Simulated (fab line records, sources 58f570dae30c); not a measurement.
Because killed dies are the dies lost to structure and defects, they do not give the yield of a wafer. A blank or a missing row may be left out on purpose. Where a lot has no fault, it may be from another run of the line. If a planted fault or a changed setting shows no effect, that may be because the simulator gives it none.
Comparing a struck lot with a sound one -- flow berkeley-cmos170 -- 43 out of 331 route steps
Sound: the wafers L667.1, L667.3, L667.5. Wafers struck: L671.2, L671.5, L671.6. The cause comes at the end.
Per side, at each step with rows, come the tool, then ch with its chambers, and then its first start. Under that, the readings that differ: sound wafers -- struck wafers -- difference of the means -- sigmas: that difference in standard deviations of wafers without a fault.
alike: readings with means less than 2 such deviations apart, plus words and numbers identical on both sides. not compared: withheld readings, readings lacking a value on some wafer, bounds such as >300 that could conceal the same value, and numbers that have no deviation in the record and whose values overlap.
The two part at a step that has a row with sigmas, a row that says differs or no value, or rows on one side only. Non-overlapping numbers with no deviation appear without sigmas and do not part them. A reading that every wafer of one side lacks parts them only if that side has two wafers or more.

UCB170_PFIELD_OVL_MEAS_06:
  struck on overlay-02, day 6 04:23; sound on overlay-02, day 5 19:11
  alike: PFIELD_OVL
then, 1 step without rows for these wafers: UCB170_PFIELD_IMPLANT_07.
UCB170_PFIELD_STRIP_08: strips in O2.
  sound on plasma-asher-04 ch 1, day 5 19:25; struck on plasma-asher-04 ch 0,1, day 6 04:43
  alike: drypump-motor-current-A, oes-product-au, strip-time-to-endpoint-s
  not compared: rf-hours-counter-h
UCB170_PFIELD_TW_MEAS_09:
  struck on film-metro-04, day 6 04:50; sound on film-metro-03, day 5 19:31
  alike: PFIELD_TW
then, 2 steps without rows for these wafers: UCB170_FIELD_CLEAN_00 (cleans in dHF, time 7.5 s); UCB170_FIELD_OXIDATION_01 (target thk 558.3 nm, ox time 7200 s).
UCB170_FIELD_THK_MEAS_02:
  struck on film-metro-01, day 6 12:00; sound on film-metro-03, day 6 02:02
  alike: FIELD_OXIDE_THK
then, 4 steps without rows for these wafers: UCB170_FIELD_ANNEAL_03 (time 1200 s); UCB170_FIELD_WET_ETCH_04 (etches SiO2 in dHF, time 60 s); UCB170_FIELD_WET_ETCH_05 (etches Si3N4 in H3PO4, time 12600 s); UCB170_FIELD_WET_ETCH_06 (etches SiO2 in BOE, time 22 s).
UCB170_FIELD_THK_MEAS_90:
  struck on film-metro-02, day 6 22:38; sound on film-metro-01, day 6 10:05
  alike: FIELD_OXIDE_LEFT_1_THK
UCB170_SACOX_CLEAN_00: cleans in dHF, time 7.5 s.
  sound on wet-bench-04 ch 0, day 6 10:09; struck on wet-bench-04 ch 2, day 6 22:41
then, 1 step without rows for these wafers: UCB170_SACOX_OXIDATION_01 (target thk 14.4 nm, ox time 2400 s).
UCB170_SACOX_THK_MEAS_02:
  struck on film-metro-02, day 7 03:51; sound on film-metro-01, day 6 17:39
  alike: SACOX_OXIDE_THK
then, 2 steps without rows for these wafers: UCB170_SCREENOX_WET_ETCH_00 (etches SiO2 in dHF, time 200 s); UCB170_SCREENOX_OXIDATION_01 (target thk 14.4 nm, ox time 2400 s).
UCB170_SCREENOX_THK_MEAS_02:
  struck on film-metro-04, day 7 11:22; sound on film-metro-04, day 7 00:01
  alike: SCREENOX_OXIDE_THK
then, 7 steps without rows for these wafers: UCB170_SCREENOX_ANNEAL_03 (time 900 s); UCB170_NVT_HMDS_00 (prime time 60 s); UCB170_NVT_COAT_01 (resist thk 900 nm); UCB170_NVT_SOFTBAKE_02 (time 60 s); UCB170_NVT_EXPOSE_03 (exposes mask PWELL, target cd 3000 nm); UCB170_NVT_PEB_04; UCB170_NVT_DEVELOP_05 (develop time 43.97 s).
UCB170_NVT_OVL_MEAS_06:
  struck on overlay-02, day 7 19:45; sound on overlay-02, day 7 07:44
  alike: NVT_OVL
then, 1 step without rows for these wafers: UCB170_NVT_IMPLANT_07.
UCB170_NVT_STRIP_08: strips in O2.
  sound on plasma-asher-02 ch 0,1, day 7 07:55; struck on plasma-asher-03 ch 0,1, day 7 19:56
  alike: drypump-motor-current-A, oes-product-au, strip-time-to-endpoint-s
  not compared: rf-hours-counter-h
UCB170_NVT_TW_MEAS_09:
  struck on film-metro-04, day 7 20:02; sound on film-metro-04, day 7 08:01
  alike: NVT_TW
then, 7 steps without rows for these wafers: UCB170_NVT_CLEAN_10 (cleans in SPM, time 600 s); UCB170_PVT_HMDS_00 (prime time 60 s); UCB170_PVT_COAT_01 (resist thk 900 nm); UCB170_PVT_SOFTBAKE_02 (time 60 s); UCB170_PVT_EXPOSE_03 (exposes mask NWELL, target cd 3000 nm); UCB170_PVT_PEB_04; UCB170_PVT_DEVELOP_05 (develop time 45 s).
UCB170_PVT_OVL_MEAS_06:
  struck on overlay-02, day 8 00:13; sound on overlay-02, day 7 10:19
  alike: PVT_OVL
then, 1 step without rows for these wafers: UCB170_PVT_IMPLANT_07.
UCB170_PVT_STRIP_08: strips in O2.
  sound on plasma-asher-03 ch 0,1, day 7 10:29; struck on plasma-asher-04 ch 0,1, day 8 00:24
  alike: drypump-motor-current-A, oes-product-au, strip-time-to-endpoint-s
  not compared: rf-hours-counter-h
UCB170_PVT_TW_MEAS_09:
  struck on film-metro-03, day 8 00:31; sound on film-metro-01, day 7 10:35
  alike: PVT_TW
then, 1 step without rows for these wafers: UCB170_GATE_WET_ETCH_00 (etches SiO2 in dHF, time 200 s).
UCB170_FIELD_THK_MEAS_91:
  struck on film-metro-03, day 8 00:38; sound on film-metro-02, day 7 10:43
  alike: FIELD_OXIDE_LEFT_2_THK
-- the record jumps here: 2 days lie between the struck wafers' starts before and after (it left off in module FIELD and takes up again in module M3, whose first step shown is number 331 of the route) --
UCB170_M3_PROBE_99:
  only the struck wafers here have rows in the record (prober-01, day 10 11:17); the sound ones have none

WHERE THEY PART
Only at UCB170_M3_PROBE_99, within this record.

WHY: whatever the simulator had introduced
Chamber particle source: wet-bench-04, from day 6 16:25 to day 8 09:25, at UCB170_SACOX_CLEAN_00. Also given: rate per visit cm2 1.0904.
